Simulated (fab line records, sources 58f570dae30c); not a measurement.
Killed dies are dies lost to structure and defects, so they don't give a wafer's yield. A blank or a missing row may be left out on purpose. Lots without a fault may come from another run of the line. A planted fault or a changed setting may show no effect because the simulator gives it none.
Split-lot experiment | flow berkeley_cmos170 | 5 lots, 23 wafers read, on a route of 331 steps

THE SPLIT
At UCB170_M2_COAT_10 (resist thk 900 nm), the setting resist_thk_nm was moved away from the recipe's 900 nm on 6 of the 23 wafers read, by -3.6% to +3.6%. The other wafers ran this setting at the recipe's value.

FROM THE SPLIT TO THE READING: what the file shows between them, 4 steps
- UCB170_M2_SOFTBAKE_11: time 60 s
- UCB170_M2_EXPOSE_12: exposes mask METAL2, target cd 700 nm
- UCB170_M2_ETCH_17: etches BARC in N2/H2
- UCB170_M2_METAL_ETCH_18: etches Al in Cl2/BCl3, stops on SiO2, target depth 1170 nm, time 195 s

THE READING
oes_product_au, in a.u., at UCB170_M2_STRIP_19 (strips in O2). Fault-free wafers of this fab line usually give 0.546 a.u., standard deviation 0.0092 a.u..

wafer  | tool, chamber at the split | resist_thk_nm as run, nm | against the recipe | oes_product_au, a.u. | against lot-mates on the recipe
L074.1 | litho_track-01, 0          | 900                      | recipe             | 0.557                | -
L074.2 | litho_track-01, 0          | 900                      | recipe             | 0.555                | -
L074.4 | litho_track-01, 0          | 900                      | recipe             | 0.553                | -
L074.5 | litho_track-01, 0          | 900                      | recipe             | 0.556                | -
L074.6 | litho_track-01, 0          | 900                      | recipe             | 0.548                | -
L075.2 | litho_track-01, 0          | 867.2                    | -3.6%              | 0.518                | -0.034
L075.3 | litho_track-01, 0          | 900                      | recipe             | 0.556                | -
L075.4 | litho_track-01, 0          | 867.2                    | -3.6%              | 0.511                | -0.041
L075.5 | litho_track-01, 0          | 900                      | recipe             | 0.549                | -
L075.6 | litho_track-01, 0          | 867.2                    | -3.6%              | 0.524                | -0.028
L078.2 | litho_track-04, 0          | 900                      | recipe             | 0.542                | -
L078.3 | litho_track-04, 0          | 900                      | recipe             | 0.555                | -
L078.4 | litho_track-04, 0          | 900                      | recipe             | 0.546                | -
L078.5 | litho_track-04, 0          | 900                      | recipe             | 0.536                | -
L078.6 | litho_track-04, 0          | 900                      | recipe             | 0.546                | -
L079.1 | litho_track-02, 0          | 900                      | recipe             | 0.546                | -
L079.2 | litho_track-02, 0          | 900                      | recipe             | 0.559                | -
L079.3 | litho_track-02, 0          | 900                      | recipe             | 0.548                | -
L084.1 | litho_track-04, 0          | 932.5                    | +3.6%              | 0.582                | +0.036
L084.3 | litho_track-04, 0          | 932.5                    | +3.6%              | 0.589                | +0.043
L084.4 | litho_track-04, 0          | 900                      | recipe             | 0.550                | -
L084.5 | litho_track-04, 0          | 900                      | recipe             | 0.542                | -
L084.6 | litho_track-04, 0          | 932.5                    | +3.6%              | 0.571                | +0.025

THE FIT
A straight line over all 23 wafers: oes_product_au changes by +0.00868 a.u. for each +1% of resist_thk_nm; r = +0.93; the points scatter about the line by 0.0065 a.u..
The same after taking each lot's own level away (the mean of its wafers on the recipe; 23 wafers): +0.00958 a.u. for each +1%; r = +0.96; scatter 0.0055 a.u..
On that fit, the largest move of resist_thk_nm shifts the reading by 0.035 a.u..
The lots' own levels span 0.5450 to 0.5538 a.u., that is 1.0 times the standard deviation above.
So the lot-to-lot level changes the slope little: the two slopes agree.
Check: with one of the wafers moved furthest among these (-3.6%) left out of the fit, the line predicts -0.035 a.u. for it against its lot-mates. It came out at -0.0345 a.u. against them.

OTHER SPLITS ON THESE WAFERS
These wafers also went through other splits before the reading. Each is held against what the fit with the lots' levels taken away leaves over:
other split on the same wafers  | wafers away from the commonest value | r with oes_product_au (lot level and that fit taken away)
UCB170_M1_PEB_07 peb_temp_c     | 8                                    | -0.04
UCB170_V1_COAT_07 resist_thk_nm | 11                                   | +0.32

THE WHOLE CHAIN: every reading that the file lists as answering this split, in the file's order
step                    | what it does                                                           | reading                                                                   | change (the file's fit)                   | r (the file's)
UCB170_M2_COAT_10       | resist thk 900 nm                                                      | KrF_of_M2_COAT_10.thk_nm (the simulator's own value, which no gauge read) | +9.37 nm for each +1% of the setting      | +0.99
UCB170_M2_METAL_ETCH_18 | etches Al in Cl2/BCl3, stops on SiO2, target depth 1170 nm, time 195 s | KrF_of_M2_COAT_10.thk_nm (the simulator's own value, which no gauge read) | +9.73 nm for each +1% of the setting      | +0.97
UCB170_M2_STRIP_19      | strips in O2                                                           | oes_product_au                                                            | +0.00957 a.u. for each +1% of the setting | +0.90

THE FILE'S OWN FIT
oes_product_au changes by +0.00957 a.u. for each +1% of resist_thk_nm, r = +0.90.
